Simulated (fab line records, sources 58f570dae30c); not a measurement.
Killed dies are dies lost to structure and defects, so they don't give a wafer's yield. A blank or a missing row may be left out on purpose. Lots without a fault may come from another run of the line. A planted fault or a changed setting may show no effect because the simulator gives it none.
Which tool did it? | flow berkeley_cmos170 | 14 lots, 42 wafers sampled, at 6 steps of a route of 331

WHAT THE GAUGES READ, wafer by wafer
UCB170_NWELL_THK_MEAS_02. Usual: NWELL_OXIDE_THK 26.4 nm, standard deviation 0.54.
lot  | measured    | on            | NWELL_OXIDE_THK (nm) | flag
L909 | day 2 01:25 | film_metro-04 | 26.6 27.0 27.1       |
L910 | day 2 14:50 | film_metro-03 | 26.9 26.5 26.7       |
L911 | day 2 14:50 | film_metro-04 | 26.8 26.6 26.6       |
L912 | day 2 21:41 | film_metro-04 | 26.5 26.2 26.2       |
L913 | day 2 21:41 | film_metro-01 | 25.9 26.4 26.2       |
L914 | day 3 10:58 | film_metro-04 | 26.9 26.5 26.8       |
L915 | day 3 10:59 | film_metro-03 | 26.3 26.1 25.8       |
L917 | day 4 02:05 | film_metro-03 | 25.3 25.7 25.7       |
L918 | day 4 02:06 | film_metro-01 | 26.4 26.3 26.5       |
L924 | day 5 08:55 | film_metro-01 | 26.1 26.1 26.1       |
L925 | day 5 13:26 | film_metro-03 | 26.6 26.6 26.1       |
L927 | day 6 01:12 | film_metro-04 | 26.5 27.2 26.2       |
L928 | day 6 01:12 | film_metro-01 | 27.1 27.5 27.5       |
L932 | day 7 04:19 | film_metro-01 | 25.6 25.2 25.3       |

UCB170_NWELL_OVL_MEAS_12. Usual: NWELL_OVL 0 nm, standard deviation 6.2.
lot  | measured    | on         | NWELL_OVL (nm) | flag
L909 | day 2 12:22 | overlay-01 | -5 -6 -5       |
L910 | day 2 22:20 | overlay-02 | 0 -4 -1        |
L911 | day 2 22:09 | overlay-02 | -5 -5 -3       |
L912 | day 3 06:25 | overlay-01 | 0 1 7          |
L913 | day 3 06:39 | overlay-02 | -13 -15 -6     |
L914 | day 3 22:05 | overlay-02 | -3 3 1         |
L915 | day 3 22:20 | overlay-01 | 5 10 6         |
L917 | day 4 09:26 | overlay-02 | 0 0 -2         |
L918 | day 4 09:41 | overlay-02 | 1 -10 -4       |
L924 | day 5 13:33 | overlay-02 | 0 -1 -2        |
L925 | day 5 22:55 | overlay-01 | 4 -1 7         |
L927 | day 6 09:41 | overlay-02 | 10 6 4         |
L928 | day 6 09:48 | overlay-01 | 6 15 8         |
L932 | day 7 10:49 | overlay-02 | -10 -5 0       |

UCB170_PWELL_THK_MEAS_06. Usual: PWELL_NITRIDE_THK 221.1 nm, standard deviation 2.1.
lot  | measured    | on            | PWELL_NITRIDE_THK (nm) | flag
L909 | day 3 11:26 | film_metro-04 | 220.7 220.6 220.2      |
L910 | day 3 23:34 | film_metro-04 | 220.2 220.9 221.6      |
L911 | day 3 23:32 | film_metro-02 | 219.5 218.8 217.8      |
L912 | day 3 23:32 | film_metro-03 | 221.9 221.8 222.4      |
L913 | day 3 23:35 | film_metro-02 | 221.1 221.7 221.3      |
L914 | day 4 14:02 | film_metro-02 | 220.9 221.6 218.1      |
L915 | day 4 14:03 | film_metro-04 | 221.7 220.5 221.0      |
L917 | day 5 02:35 | film_metro-04 | 121.7 121.4 122.6      | OFF
L918 | day 5 02:35 | film_metro-03 | 121.5 122.6 121.9      | OFF
L924 | day 6 04:05 | film_metro-02 | 222.9 222.6 222.4      |
L925 | day 7 00:57 | film_metro-02 | 220.7 220.9 218.9      |
L927 | day 7 00:58 | film_metro-03 | 221.6 219.6 219.6      |
L928 | day 7 01:02 | film_metro-04 | 220.3 219.2 219.8      |
L932 | day 8 00:42 | film_metro-04 | 220.6 220.5 219.6      |

UCB170_PFIELD_OVL_MEAS_06. Usual: PFIELD_OVL 3 nm, standard deviation 6.3.
lot  | measured    | on         | PFIELD_OVL (nm) | flag
L909 | day 5 00:23 | overlay-01 | 6 10 11         |
L910 | day 5 19:43 | overlay-01 | 6 8 14          |
L911 | day 5 19:16 | overlay-01 | -6 -2 -6        |
L912 | day 5 18:59 | overlay-01 | 11 17 17        |
L913 | day 5 18:26 | overlay-02 | 8 6 5           |
L914 | day 6 03:57 | overlay-02 | 4 9 9           |
L915 | day 6 03:40 | overlay-02 | 7 1 8           |
L917 | day 6 11:34 | overlay-01 | 1 5 3           |
L918 | day 6 11:46 | overlay-02 | -1 -3 -4        |
L924 | day 7 16:02 | overlay-01 | 9 6 6           |
L925 | day 8 11:19 | overlay-01 | -4 -4 -7        |
L927 | day 8 12:20 | overlay-01 | 7 1 7           |
L928 | day 8 12:46 | overlay-02 | 7 5 10          |
L932 | day 9 17:31 | overlay-01 | 2 1 -4          |

WHICH TOOL RAN EACH LOT (tool, then ch and the chambers of the sampled wafers, then the start)
lot  | UCB170_PWELL_CVD_05        | UCB170_PWELL_ETCH_14
L909 | lpcvd-01 ch 1, day 3 09:31 | rie_diel-01 ch 1,2,3, day 3 12:46
L910 | lpcvd-01 ch 0, day 3 21:37 | rie_diel-01 ch 0,2, day 4 02:09
L911 | lpcvd-01 ch 0, day 3 21:37 | rie_diel-01 ch 0,1,3, day 4 01:41
L912 | lpcvd-01 ch 1, day 3 21:37 | rie_diel-04 ch 2,3, day 4 01:57
L913 | lpcvd-01 ch 1, day 3 21:37 | rie_diel-03 ch 2,3, day 4 02:24
L914 | lpcvd-02 ch 0, day 4 12:07 | rie_diel-04 ch 0,2, day 4 15:05
L915 | lpcvd-02 ch 0, day 4 12:07 | rie_diel-03 ch 0,2,3, day 4 15:20
L917 | lpcvd-02 ch 0, day 5 00:40 | rie_diel-03 ch 0,2, day 5 04:30
L918 | lpcvd-02 ch 0, day 5 00:40 | rie_diel-01 ch 1,2,3, day 5 04:20
L924 | lpcvd-01 ch 0, day 6 02:09 | rie_diel-04 ch 0,2,3, day 6 05:57
L925 | lpcvd-01 ch 1, day 6 23:02 | rie_diel-01 ch 1,2,3, day 7 03:02
L927 | lpcvd-01 ch 1, day 6 23:02 | rie_diel-04 ch 0,2, day 7 02:34
L928 | lpcvd-01 ch 0, day 6 23:02 | rie_diel-03 ch 0,3, day 7 03:13
L932 | lpcvd-01 ch 0, day 7 22:46 | rie_diel-03 ch 0,3, day 8 02:56
- UCB170_PWELL_CVD_05: deposits Si3N4 from SiH2Cl2/NH3, target thk 220 nm, time 3300 s.
- UCB170_PWELL_ETCH_14: etches Si3N4 in CH3F/Ar/O2, stops on SiO2, target depth 242 nm, time 151 s.

WHAT THE TOOLS THEMSELVES READ (means of the sampled wafers that have a number; where no wafer has one, the mark that the record gives instead)
UCB170_PWELL_CVD_05. Usual: spike_tc_source_C 822.0 C, standard deviation 2.2; zone_power_source_pct 19.6 %, standard deviation 1.5.
lot  | tool     | spike_tc_source_C (C) | zone_power_source_pct (%) | flag
L909 | lpcvd-01 | 819.3                 | 16.7                      |
L910 | lpcvd-01 | 824.4                 | 20.7                      |
L911 | lpcvd-01 | 825.2                 | 20.8                      |
L912 | lpcvd-01 | 819.2                 | 16.9                      |
L913 | lpcvd-01 | 819.4                 | 17.0                      |
L914 | lpcvd-02 | 820.7                 | 20.1                      |
L915 | lpcvd-02 | 819.2                 | 19.9                      |
L917 | lpcvd-02 | 819.7                 | 20.2                      |
L918 | lpcvd-02 | 818.7                 | 20.2                      |
L924 | lpcvd-01 | 824.1                 | 21.0                      |
L925 | lpcvd-01 | 819.4                 | 16.8                      |
L927 | lpcvd-01 | 820.3                 | 16.9                      |
L928 | lpcvd-01 | 824.9                 | 20.9                      |
L932 | lpcvd-01 | 824.4                 | 20.7                      |

UCB170_PWELL_ETCH_14. Usual: O2_flow_sccm 6.997 sccm, standard deviation 0.022; drypump_motor_current_A 5.5 A, standard deviation 0.47; oes_product_au 0.943 a.u., standard deviation 0.013; throttle_valve_pct 8.07 %, standard deviation 0.11.
lot  | tool        | O2_flow_sccm (sccm) | drypump_motor_current_A (A) | oes_product_au (a.u.) | throttle_valve_pct (%) | flag
L909 | rie_diel-01 | 6.991               | 5.2                         | 0.934                 | 8.18                   |
L910 | rie_diel-01 | 6.998               | 5.2                         | 0.945                 | 8.02                   |
L911 | rie_diel-01 | 6.990               | 5.4                         | 0.933                 | 8.10                   |
L912 | rie_diel-04 | 7.005               | 5.7                         | 0.944                 | 8.19                   |
L913 | rie_diel-03 | 6.991               | 6.2                         | 0.940                 | 7.94                   |
L914 | rie_diel-04 | 6.994               | 5.5                         | 0.950                 | 8.16                   |
L915 | rie_diel-03 | 6.996               | 5.7                         | 0.937                 | 8.01                   |
L917 | rie_diel-03 | 7.005               | 5.8                         | 0.687                 | 7.91                   | OFF
L918 | rie_diel-01 | 7.005               | 5.2                         | 0.687                 | 8.15                   | OFF
L924 | rie_diel-04 | 6.982               | 5.5                         | 0.951                 | 8.14                   |
L925 | rie_diel-01 | 7.017               | 5.2                         | 0.936                 | 8.16                   |
L927 | rie_diel-04 | 6.990               | 5.3                         | 0.951                 | 8.11                   |
L928 | rie_diel-03 | 6.991               | 5.6                         | 0.931                 | 8.07                   |
L932 | rie_diel-03 | 6.992               | 5.6                         | 0.933                 | 8.05                   |

THE ANSWER, worked out from the rows above alone
Rule: a lot is off if the mean of its wafers that have a number lies more than 3 standard deviations from the usual mean. A lot without any number at a reading at which 4 lots or more have one is off too. The other lots that the step has rows for count as sound. The gauges are gone through in route order, then the tools' own readings, and for those a lot's mean is taken as printed above. The first step at which some lot is off is used, and at that step the reading that is off furthest; a lot without a number counts as furthest.
Off: L917, L918, at UCB170_PWELL_THK_MEAS_06 (PWELL_NITRIDE_THK).
A tool fits if, at a process step before that reading, it ran every lot that is off, and no sound lot after the first of them. The gauges at UCB170_PWELL_THK_MEAS_06 aren't tried: what is off there is off at UCB170_PWELL_ETCH_14 too, on other tools, and a gauge's error can't cause that. One fits: lpcvd-02 at UCB170_PWELL_CVD_05. Its last sound lot is L914 (day 4 12:07), its first lot that is off L917 (day 5 00:40): a fault that began between those two fits.

WHAT THE SIMULATOR HAD PUT IN
Process parameter drift: lpcvd-02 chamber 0, from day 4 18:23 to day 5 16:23, at UCB170_PWELL_CVD_05. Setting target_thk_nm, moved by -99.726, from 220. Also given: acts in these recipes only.
Lots struck among those shown: L917, L918. The rule above found the same.
